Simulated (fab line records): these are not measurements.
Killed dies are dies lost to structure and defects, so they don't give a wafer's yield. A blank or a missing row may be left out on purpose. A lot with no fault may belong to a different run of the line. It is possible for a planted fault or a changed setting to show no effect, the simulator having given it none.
A struck lot beside a sound one / flow ritCmos / 18 steps out of a route of 202
Sound: the wafers L746.1, L746.2, L746.4. Struck: wafers L750.1, L750.5, L750.6. The cause comes at the end.
Each step with rows lists, per side, the tool, then ch with its chambers, then its first start. Under that, the readings that differ: sound wafers / struck wafers / difference of the means / sigmas: that difference in standard deviations of wafers without a fault.
alike: words and numbers the same on both sides, and readings whose means are apart by under 2 such deviations; not compared: readings that were withheld, readings missing a value for some wafer, numbers with overlapping values and no deviation given by the record, and bounds like >300 which may hide the same value.
A row with sigmas, a row that says differs or no value, or rows on one side alone: a step with any of these is where the two part. Non-overlapping numbers with no deviation appear without sigmas and do not part them. A reading that every wafer of one side lacks parts them only if that side has two wafers or more.

first, 1 step without rows for these wafers: RIT_PWELL_DEVELOP_05 (develop time 68 s).
RIT_PWELL_OVL_MEAS_06:
  sound on overlay-01 at day 1 22:19; struck on overlay-01 at day 3 00:52
  alike: PWELL_OVL
then, 2 steps without rows for these wafers: RIT_PWELL_HARDBAKE_07 (time 120 s); RIT_PWELL_IMPLANT_08.
RIT_PWELL_STRIP_09: strips in O2, time 180 s.
  sound on plasmaAsher-02 ch 0,1, day 1 22:45; struck on plasmaAsher-03 ch 0,1, day 3 01:19
  alike: drypumpMotorCurrentA
  not compared: rfHoursCounterH
RIT_PWELL_TW_MEAS_10:
  sound on filmMetro-01 at day 1 22:55; struck on filmMetro-04 at day 3 01:29
  alike: PWELL_TW
then, 1 step without rows for these wafers: RIT_WELLDRIVE_ANNEAL_00 (time 14700 s).
RIT_WELLDRIVE_RS_MEAS_01: measurement is done with a four-point probe.
  sound on filmMetro-03 at day 2 04:04; struck on filmMetro-04 at day 3 06:38
  alike: NWELL_RS
RIT_WELLDRIVE_RS_MEAS_02: measurement is done with a four-point probe.
  sound on filmMetro-03 at day 2 04:11; struck on filmMetro-04 at day 3 06:45
  alike: PWELL_RS
then, 3 steps without rows for these wafers: RIT_NRETRO_HMDS_00 (prime time 60 s); RIT_NRETRO_COAT_01 (resist thk 1300 nm); RIT_NRETRO_SOFTBAKE_02 (time 60 s).
RIT_NRETRO_EXPOSE_03: exposes mask M4, target cd 43900 nm.
  sound on ilineStepper-02 ch 0, day 2 04:53; struck on ilineStepper-01 ch 0, day 3 07:19
reading=model.NRETRO.overlayXNm (nm); sound=-1.028 -1.028 -1.028; struck=8203 8203 8203; difference=+8204; sigmas=
  alike: mask
then, 2 steps without rows for these wafers: RIT_NRETRO_PEB_04; RIT_NRETRO_DEVELOP_05 (develop time 68 s).
RIT_NRETRO_OVL_MEAS_06:
  sound on overlay-01 at day 2 05:19; struck on overlay-01 at day 3 07:45
reading=NRETRO_OVL (nm); sound=-0.1 -1.3 -1.3; struck=- - -; difference=no value on the struck wafers; sigmas=
then, 1 step without rows for these wafers: RIT_NRETRO_HARDBAKE_07 (time 120 s).
RIT_M1_PROBE_99:
  sound on prober-02 at day 3 16:05; struck on prober-01 at day 4 14:37
reading=killedAtFrontEnd; sound=5 2 7; struck=264 264 264; difference=+259; sigmas=+86
reading=killedDies; sound=5 2 7; struck=264 264 264; difference=+259; sigmas=+86
reading=killedOnRim; sound=0 1 1; struck=70 70 70; difference=+69; sigmas=+50
reading=model.etest.pmos_0p3.rOnOhmUm; sound=5870 5823 5916; struck=5244 5226 5235; difference=-635; sigmas=
reading=model.etest.pmosTurned.rOnOhmUm; sound=3153 3094 3120; struck=2789 2753 2783; difference=-347; sigmas=
reading=model.etest.pmos_0p15.rOnOhmUm; sound=2599 2543 2578; struck=2341 2282 2313; difference=-261; sigmas=
reading=model.etest.nmos_0p3.rOnOhmUm; sound=2088 2074 2038; struck=1961 1905 1927; difference=-136; sigmas=
reading=model.etest.nmosTurned.driveUaUm; sound=368.4 369 359.7; struck=418.2 419.5 419.6; difference=+53.4; sigmas=
reading=model.etest.nmos_0p15.driveUaUm; sound=493.2 501.6 493.8; struck=559.6 561.8 565.5; difference=+66.1; sigmas=
reading=model.etest.pmos_0p15.driveUaUm; sound=276.3 282.4 275.6; struck=341.4 340.8 344.4; difference=+64.1; sigmas=
  alike: killed_at_M0_to_M3, killedAtContacts, killedOpen, killedShort
  not compared: model.etest.nmos_0p15.rOnOhmUm

== WHERE THEY PART ==
Last at RIT_M1_PROBE_99 as far as this record goes, first at RIT_NRETRO_OVL_MEAS_06.

WHY: what the simulator had put in
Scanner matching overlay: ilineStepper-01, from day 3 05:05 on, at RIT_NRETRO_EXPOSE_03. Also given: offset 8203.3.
